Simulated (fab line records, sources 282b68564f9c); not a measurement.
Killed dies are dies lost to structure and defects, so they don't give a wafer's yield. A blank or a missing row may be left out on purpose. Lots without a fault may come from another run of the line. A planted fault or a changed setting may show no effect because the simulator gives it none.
fab line records | flow rit_cmos
record lots=14 wafers=42 last_day=7
route steps=202 shown ACTIVE@1 NWELL@34 CONTACT@168 M1@202
lots that met no fault: from a run of the same line without faults
start_h: hours from the record's first day to the start of the lot's first wafer shown | wait_h: hours since the lot's step before | " the same as in the row above | L1.1+2: a row that stands for several wafers | - no value, or no start given | * or withheld: withheld | < > ~ a bound
route shown NAME@n: a module of which the file shows steps, and the number in the route of the first | usual: mean/standard deviation of fault-free wafers | same: alike in all rows | chamber/n: place in a boat | sites: the reading at each site | _std_site: their standard deviation | _edge_site: outer sites' mean less inner sites' | radius_mm: how far each site lies from the wafer's centre | mask NAME#n: copy n | behind: the tool/chamber that last shaped the wafer | hold: why the lot was held/for how many hours/how that ended | device: the transistor (n, p or np) that didn't switch | end of line: the same wafers' tests at the end of the route | a step without rows: its recipe alone | killed: dies lost to structure and defects at the first sort, not the wafer's yield | map: a wafer's dies, x killed, . not, _ none there
set.NAME: the setting as run; set.NAME@STEP: as run at that earlier step | model.NAME: the simulator's own value behind a step, which no gauge read
steps of the route over a sample of lots; a table a step, a row a wafer
services: from which hour (start_h, from the record's first day; less than 0 if before it) a tool's chamber was out of use, for how many hours, and why
## steps
# step RIT_ACTIVE_BOW_MEAS_00
# recipe mode=bow
# usual INCOMING_BOW=0/6
# columns lot.wafer tool chamber start_h wait_h INCOMING_BOW[um]
L655.1 film_metro-01 - 10.00 - -6
L655.2 " - " " -7
L655.4 " - " " -1
L656.1 film_metro-02 - 15.00 - 3
L656.2 " - " " 0
L656.5 " - " " 0
L657.2 film_metro-01 - 20.02 - 1
L657.4 " - " " -11
L657.6 " - " " -5
L659.1 film_metro-01 - 30.00 - -12
L659.4 " - " " 9
L659.6 " - " " 2
L660.1 film_metro-02 - 35.00 - 1
L660.2 " - " " -1
L660.4 " - " " 8
L661.1 film_metro-02 - 40.00 - -2
L661.3 " - " " -7
L661.5 " - " " 10
L662.1 film_metro-01 - 45.00 - 7
L662.3 " - " " 0
L662.4 " - " " 0
L664.3 film_metro-02 - 55.04 - -4
L664.4 " - " " -1
L664.5 " - " " -4
L671.3 film_metro-04 - 90.04 - -5
L671.4 " - " " 7
L671.5 " - " " -4
L672.1 film_metro-04 - 95.00 - 3
L672.3 " - " " -10
L672.4 " - " " -6
L673.1 film_metro-04 - 100.00 - 5
L673.2 " - " " 3
L673.6 " - " " -2
L674.1 film_metro-04 - 105.00 - 8
L674.5 " - " " 1
L674.6 " - " " -11
L676.1 film_metro-02 - 115.00 - 8
L676.3 " - " " -2
L676.4 " - " " -2
L677.2 film_metro-02 - 120.02 - -5
L677.5 " - " " 4
L677.6 " - " " -6
# step RIT_ACTIVE_STRIP_14
# recipe chemistry=O2 time_s=180 resist=NOVOLAK platen_temp_c=withheld power_w=500 pressure_mtorr=4000 o2_flow_sccm=4000
# usual drypump_motor_current_A=5.5/0.38
# columns lot.wafer tool chamber start_h wait_h drypump_motor_current_A rf_hours_counter_h
L655.1 plasma_asher-04 1 14.97 0.1 5.6 22
L655.2 " 0 " " 4.8 22
L655.4 " 0 " " 4.8 -
L656.1 plasma_asher-04 1 20.55 0.1 5.6 23
L656.2 " 0 " " 4.8 23
L656.5 " 0 " " 4.8 -
L657.2 plasma_asher-01 0 24.84 0.1 6.0 36
L657.4 " 1 " " 5.6 -
L657.6 " 0 " " 6.0 -
L659.1 plasma_asher-04 1 35.53 0.1 5.6 25
L659.4 " 1 " " 5.6 -
L659.6 " 0 " " 4.8 -
L660.1 plasma_asher-04 0 41.27 0.1 4.8 25
L660.2 " 1 " " 5.6 25
L660.4 " 1 " " 5.6 -
L661.1 plasma_asher-04 1 47.85 0.1 5.6 26
L661.3 " 0 " " 4.8 -
L661.5 " 0 " " 4.8 -
L662.1 plasma_asher-03 0 51.28 0.1 5.5 43
L662.3 " 1 " " 5.6 -
L662.4 " 0 " " 5.5 -
L664.3 plasma_asher-04 0 62.16 0.1 4.8 -
L664.4 " 1 " " 5.6 -
L664.5 " 1 " " 5.6 -
L671.3 plasma_asher-01 1 96.88 0.1 5.6 -
L671.4 " 0 " " 6.0 -
L671.5 " 0 " " 6.0 -
L672.1 plasma_asher-01 1 99.84 0.1 5.6 44
L672.3 " 0 " " 6.0 -
L672.4 " 1 " " 5.6 -
L673.1 plasma_asher-03 0 105.34 0.1 5.5 48
L673.2 " 1 " " 5.6 48
L673.6 " 0 " " 5.5 -
L674.1 plasma_asher-03 0 111.82 0.1 5.5 49
L674.5 " 1 " " 5.7 -
L674.6 " 0 " " 5.5 -
L676.1 plasma_asher-03 0 120.18 0.1 5.5 50
L676.3 " 0 " " 5.5 -
L676.4 " 1 " " 5.6 -
L677.2 plasma_asher-03 1 125.18 0.1 5.6 51
L677.5 " 1 " " 5.6 -
L677.6 " 0 " " 5.5 -
# step RIT_NWELL_OVL_MEAS_06
# usual NWELL_OVL=-0.3/1.6
# columns lot.wafer tool chamber start_h wait_h NWELL_OVL[nm]
L655.1 overlay-02 - 21.77 - 0.3
L655.2 " - " " 0.8
L655.4 " - " " -0.8
L656.1 overlay-01 - 25.91 - -0.6
L656.2 " - " " 0.5
L656.5 " - " " -0.8
L657.2 overlay-01 - 31.26 - 1.2
L657.4 " - " " 0.7
L657.6 " - " " -0.2
L659.1 overlay-02 - 41.44 - -3.3
L659.4 " - " " -0.2
L659.6 " - " " -1.8
L660.1 overlay-02 - 48.46 - -1.0
L660.2 " - " " -0.4
L660.4 " - " " 0.0
L661.1 overlay-02 - 53.27 - -0.2
L661.3 " - " " -0.7
L661.5 " - " " 0.6
L662.1 overlay-01 - 58.49 - 0.2
L662.3 " - " " 0.2
L662.4 " - " " -1.0
L664.3 overlay-01 - 67.57 - 2.9
L664.4 " - " " 3.3
L664.5 " - " " 1.1
L671.3 overlay-01 - 102.12 - -1.8
L671.4 " - " " -2.4
L671.5 " - " " -1.1
L672.1 overlay-01 - 107.18 - -0.7
L672.3 " - " " -5.0
L672.4 " - " " -1.4
L673.1 overlay-01 - 112.14 - 0.7
L673.2 " - " " -0.1
L673.6 " - " " -1.1
L674.1 overlay-02 - 117.22 - -2.4
L674.5 " - " " -3.4
L674.6 " - " " -4.8
L676.1 overlay-02 - 125.70 - -2.5
L676.3 " - " " -1.1
L676.4 " - " " -1.0
L677.2 overlay-01 - 131.93 - 0.5
L677.5 " - " " 1.1
L677.6 " - " " -0.6
# step RIT_CONTACT_CVD_00
# recipe material=SiO2 target_thk_nm=400 precursor=TEOS temp_c=390 time_s=61 rf_w=400
# usual heater_power_w=312/45 rf_fwd_power_W=396.7/1.6
# columns lot.wafer tool chamber start_h wait_h heater_power_w rf_fwd_power_W
L655.1 pecvd-04 1 53.33 0.1 296 395.8
L655.2 " 0 " " 329 398.4
L655.4 " 2 " " 324 398.4
L656.1 pecvd-02 1 59.65 0.1 270 398.8
L656.2 " 0 " " 370 397.8
L656.5 " 0 " " 376 395.6
L657.2 pecvd-01 1 63.23 0.0 287 397.4
L657.4 " 2 " " 306 395.7
L657.6 " 0 " " 196 396.1
L659.1 pecvd-02 0 76.58 0.1 352 396.9
L659.4 " 1 " " 273 394.7
L659.6 " 2 " " 335 396.8
L660.1 pecvd-01 1 80.45 0.1 294 398.6
L660.2 " 0 " " 225 395.0
L660.4 " 2 " " 286 398.4
L661.1 pecvd-04 2 86.96 0.1 - -
L661.3 " 0 " " - -
L661.5 " 0 " " - -
L662.1 pecvd-02 1 90.67 0.1 - -
L662.3 " 0 " " - -
L662.4 " 2 " " - -
L664.3 pecvd-04 2 101.36 0.0 283 398.2
L664.4 " 1 " " 324 397.5
L664.5 " 0 " " 357 397.2
L671.3 pecvd-02 1 135.52 0.0 319 395.5
L671.4 " 1 " " 319 398.0
L671.5 " 2 " " 280 396.0
L672.1 pecvd-01 1 137.14 0.1 291 395.6
L672.3 " 2 " " 340 396.5
L672.4 " 0 " " 268 394.0
L673.1 pecvd-04 0 145.31 0.1 359 396.0
L673.2 " 1 " " 335 396.8
L673.6 " 0 " " 374 396.9
L674.1 pecvd-01 1 152.57 0.1 269 399.7
L674.5 " 1 " " 287 399.0
L674.6 " 0 " " 244 394.7
L676.1 pecvd-04 1 158.54 0.1 339 395.4
L676.3 " 0 " " 319 396.0
L676.4 " 1 " " 349 396.6
L677.2 pecvd-02 0 166.55 0.0 385 394.8
L677.5 " 0 " " 295 397.1
L677.6 " 2 " " 320 396.5
# step RIT_CONTACT_CD_MEAS_90
# recipe target_cd_nm=1000
# usual cd_nm=999.7/2.4
# columns lot.wafer tool chamber start_h wait_h cd_nm
L655.1 cd_sem-02 - 55.48 0.1 999.2
L655.2 " - " " 999.5
L655.4 " - " " 1000.3
L656.1 cd_sem-02 - 61.40 0.1 999.9
L656.2 " - " " 999.9
L656.5 " - " " 999.9
L657.2 cd_sem-02 - 65.00 0.1 1003.4
L657.4 " - " " 1004.6
L657.6 " - " " 1003.7
L659.1 cd_sem-02 - 78.45 0.1 997.2
L659.4 " - " " 997.0
L659.6 " - " " 998.8
L660.1 cd_sem-01 - 82.20 0.1 1005.6
L660.2 " - " " 1006.5
L660.4 " - " " 1003.7
L661.1 cd_sem-02 - 88.94 0.1 -
L661.3 " - " " -
L661.5 " - " " -
L662.1 cd_sem-02 - 92.48 0.1 -
L662.3 " - " " -
L662.4 " - " " -
L664.3 cd_sem-01 - 103.79 0.1 1002.0
L664.4 " - " " 1001.8
L664.5 " - " " 1001.0
L671.3 cd_sem-02 - 137.44 0.1 998.8
L671.4 " - " " 999.5
L671.5 " - " " 1000.2
L672.1 cd_sem-02 - 138.89 0.1 998.4
L672.3 " - " " 1000.4
L672.4 " - " " 1000.8
L673.1 cd_sem-01 - 147.07 0.1 994.9
L673.2 " - " " 999.9
L673.6 " - " " 997.7
L674.1 cd_sem-02 - 154.44 0.1 999.5
L674.5 " - " " 1000.9
L674.6 " - " " 999.0
L676.1 cd_sem-01 - 160.54 0.1 996.9
L676.3 " - " " 996.3
L676.4 " - " " 998.5
L677.2 cd_sem-01 - 168.32 0.1 1000.3
L677.5 " - " " 1001.0
L677.6 " - " " 1000.0
# step RIT_M1_PROBE_99
# usual killed_at_contacts=0.1/0.35 killed_at_front_end=6.9/2.8 killed_dies=7.0/2.8 killed_on_rim=1.8/1.3 killed_open=3.4/2 killed_short=3.5/2.1
# same gross_dies=264 killed_at_M0_to_M3=0 killed_at_M4_up=0 killed_at_back_side=0 killed_at_other=0
# columns lot.wafer tool chamber start_h wait_h killed_at_contacts killed_at_front_end killed_dies killed_on_rim killed_open killed_short
L661.1 prober-01 - 93.43 0.1 262 2 264 70 0 2
L661.3 prober-01 - 93.53 0.2 263 1 264 70 0 1
L661.5 prober-01 - 93.63 0.2 261 3 264 70 1 2
L662.1 prober-02 - 96.98 0.1 262 2 264 70 1 1
L662.3 prober-02 - 97.08 0.2 260 4 264 70 1 3
L662.4 prober-02 - 97.13 0.2 260 4 264 70 2 2
# killed by level:class
L661.1 CONTACT:lost_pattern=261 REOX:geometric_particle:short=1 SPACER:geometric_particle:short=1 CONTACT:area_cvd=1
L661.3 CONTACT:lost_pattern=261 CONTACT:area_cvd=2 GATE:geometric_particle:short=1
L661.5 CONTACT:lost_pattern=258 CONTACT:area_cvd=3 GATE:geometric_particle:short=1 SPACER:geometric_particle:short=1 SILICIDE:geometric_particle:open=1
L662.1 CONTACT:lost_pattern=260 CONTACT:area_cvd=2 REOX:geometric_particle:short=1 SILICIDE:geometric_particle:open=1
L662.3 CONTACT:lost_pattern=260 SILICIDE:geometric_particle:short=2 GATE:geometric_particle:short=1 SILICIDE:geometric_particle:open=1
L662.4 CONTACT:lost_pattern=259 REOX:geometric_particle:short=2 GATE:geometric_particle:open=1 SPACER:geometric_particle:open=1 CONTACT:area_cvd=1
## services
# columns tool chamber start_h hours kind
pecvd-01 0 -1.88 5.8 repair
plasma_asher-01 - 4.40 12.0 repair
plasma_asher-03 - 11.10 14.6 pm
pecvd-02 0 19.01 4.0 repair
pecvd-01 0 35.33 13.7 repair
plasma_asher-01 - 35.35 1.6 repair
pecvd-01 - 51.26 2.5 repair
plasma_asher-03 - 62.49 0.7 repair
plasma_asher-04 - 93.69 0.4 repair
plasma_asher-04 - 105.16 2.2 repair
plasma_asher-01 - 108.75 9.0 pm
plasma_asher-01 0 108.75 9.0 vent_cycle
plasma_asher-01 1 108.75 9.0 vent_cycle
plasma_asher-01 0 117.75 - clean
plasma_asher-01 1 117.75 - clean
pecvd-02 0 120.30 10.8 repair
pecvd-02 - 155.22 2.0 repair
pecvd-01 2 160.34 - calibration
plasma_asher-04 - 162.57 3.1 repair
## key
first_sign step=RIT_CONTACT_CVD_00 reading=tool_record direction=missing
effect step=RIT_CONTACT_CD_MEAS_90 reading=cd_nm direction=missing
effect step=RIT_M1_PROBE_99 reading=killed_at_contacts direction=up sigmas=99+ usual=0.1 struck=261.3
met_at RIT_CONTACT_CVD_00
struck_lots L661,L662
later_rows_left_out L661.1,L661.3,L661.5,L662.1,L662.3,L662.4
tester_left_out L661,L662
not_acting_at RIT_ACTIVE_BOW_MEAS_00,RIT_ACTIVE_STRIP_14,RIT_NWELL_OVL_MEAS_06
onset_between 76.58 86.96
fault kind=skipped_step_whole tool=pecvd-02,pecvd-04 chamber=- onset_h=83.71 steps=RIT_CONTACT_CVD_00 scope=struck_lots_only
# tester_left_out: of these lots the tester's yield and bins aren't shown, on N5 and GAA mostly nor the transistor test; their killed dies are dies lost to structure and defects alone, not to doping, threshold or leakage, so they don't give the yield
# later_rows_left_out: the simulator's readings of these wafers behind a module that went badly wrong aren't trusted and aren't shown, but for the sort
